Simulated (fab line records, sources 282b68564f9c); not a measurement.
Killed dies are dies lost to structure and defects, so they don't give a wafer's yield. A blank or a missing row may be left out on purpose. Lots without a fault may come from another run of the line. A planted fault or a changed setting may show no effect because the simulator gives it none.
fab line records | flow rit_cmos
record lots=14 wafers=42 last_day=7
route steps=202 shown PRETRO@72
lots that met no fault: from a run of the same line without faults
start_h: hours from the record's first day to the start of the lot's first wafer shown | wait_h: hours since the lot's step before | " the same as in the row above | L1.1+2: a row that stands for several wafers | - no value, or no start given | * or withheld: withheld | < > ~ a bound
route shown NAME@n: a module of which the file shows steps, and the number in the route of the first | usual: mean/standard deviation of fault-free wafers | same: alike in all rows | chamber/n: place in a boat | sites: the reading at each site | _std_site: their standard deviation | _edge_site: outer sites' mean less inner sites' | radius_mm: how far each site lies from the wafer's centre | mask NAME#n: copy n | behind: the tool/chamber that last shaped the wafer | hold: why the lot was held/for how many hours/how that ended | device: the transistor (n, p or np) that didn't switch | end of line: the same wafers' tests at the end of the route | a step without rows: its recipe alone | killed: dies lost to structure and defects at the first sort, not the wafer's yield | map: a wafer's dies, x killed, . not, _ none there
set.NAME: the setting as run; set.NAME@STEP: as run at that earlier step | model.NAME: the simulator's own value behind a step, which no gauge read
steps of the route over a sample of lots; a table a step, a row a wafer
services: from which hour (start_h, from the record's first day; less than 0 if before it) a tool's chamber was out of use, for how many hours, and why
## steps
# step RIT_PRETRO_IMPLANT_08
# recipe species=B energy_kev=45 dose_cm2=1.2e+13 tilt_deg=7
# usual dose_ions_cm2=1.2003e+13/1.4e+10 faraday_current_uA=38.1/0.82
# columns lot.wafer tool chamber start_h wait_h dose_ions_cm2 faraday_current_uA
L970.2 implanter-01 0 42.62 0.2 1.2023e+13 37.7
L970.3 " 0 " " 1.2008e+13 37.4
L970.5 " 0 " " 1.1999e+13 37.8
L971.1 implanter-03 0 47.20 0.2 1.1976e+13 37.5
L971.4 " 0 " " 1.2001e+13 38.5
L971.6 " 0 " " 1.2004e+13 37.0
L972.1 implanter-03 0 52.37 0.2 1.2003e+13 37.8
L972.2 " 0 " " 1.2003e+13 38.0
L972.6 " 0 " " 1.2018e+13 37.9
L973.1 implanter-02 0 59.40 0.2 1.2014e+13 37.8
L973.2 " 0 " " 1.1994e+13 38.0
L973.5 " 0 " " 1.1989e+13 38.0
L974.1 implanter-02 0 62.21 0.2 1.2008e+13 37.3
L974.3 " 0 " " 1.1989e+13 37.9
L974.5 " 0 " " 1.2015e+13 37.6
L975.2 implanter-02 0 66.70 0.2 1.1991e+13 38.8
L975.5 " 0 " " 1.1976e+13 36.4
L975.6 " 0 " " 1.1979e+13 38.8
L976.1 implanter-02 0 72.15 0.2 1.2004e+13 39.6
L976.4 " 0 " " 1.2019e+13 39.1
L976.5 " 0 " " 1.2025e+13 37.7
L978.2 implanter-02 0 81.17 0.2 1.131e+13 35.6
L978.4 " 0 " " 1.1336e+13 35.8
L978.6 " 0 " " 1.1318e+13 35.9
L980.2 implanter-03 0 92.64 0.2 1.2027e+13 38.2
L980.5 " 0 " " 1.2006e+13 37.6
L980.6 " 0 " " 1.202e+13 39.7
L984.2 implanter-02 0 110.93 0.2 1.1302e+13 35.6
L984.3 " 0 " " 1.1331e+13 36.2
L984.5 " 0 " " 1.1329e+13 35.2
L986.1 implanter-01 0 126.14 0.2 1.2003e+13 38.1
L986.2 " 0 " " 1.2001e+13 38.2
L986.3 " 0 " " 1.202e+13 38.4
L988.2 implanter-03 0 131.26 0.2 1.201e+13 37.2
L988.3 " 0 " " 1.2005e+13 39.3
L988.5 " 0 " " 1.2023e+13 39.3
L989.1 implanter-01 0 136.76 0.2 1.1996e+13 38.2
L989.4 " 0 " " 1.201e+13 37.5
L989.5 " 0 " " 1.2004e+13 38.0
L991.2 implanter-01 0 146.17 0.2 1.2012e+13 39.3
L991.4 " 0 " " 1.2003e+13 37.6
L991.6 " 0 " " 1.2005e+13 36.9
## services
# columns tool chamber start_h hours kind
implanter-01 - 19.52 6.7 repair
implanter-03 - 115.19 9.1 pm
implanter-03 - 131.97 2.2 repair
implanter-03 - 134.20 3.1 pm
## key
first_sign step=RIT_PRETRO_IMPLANT_08 reading=dose_ions_cm2 direction=down sigmas=49 usual=1.2003e+13 struck=1.1321e+13
effect step=RIT_PRETRO_IMPLANT_08 reading=faraday_current_uA direction=down sigmas=2.9 usual=38.1 struck=35.7
met_at RIT_PRETRO_IMPLANT_08
struck_lots L978,L984
tester_left_out L978,L984
onset_between 72.15 81.17
fault kind=process_parameter_drift tool=implanter-02 chamber=- onset_h=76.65 steps=RIT_PRETRO_IMPLANT_08 channel=dose_cm2 offset=-6.7791e+11 shape=step end_h=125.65 acts_in=these_recipes_only stated=1.2e+13
# tester_left_out: of these lots the tester's yield and bins aren't shown, on N5 and GAA mostly nor the transistor test; their killed dies are dies lost to structure and defects alone, not to doping, threshold or leakage, so they don't give the yield
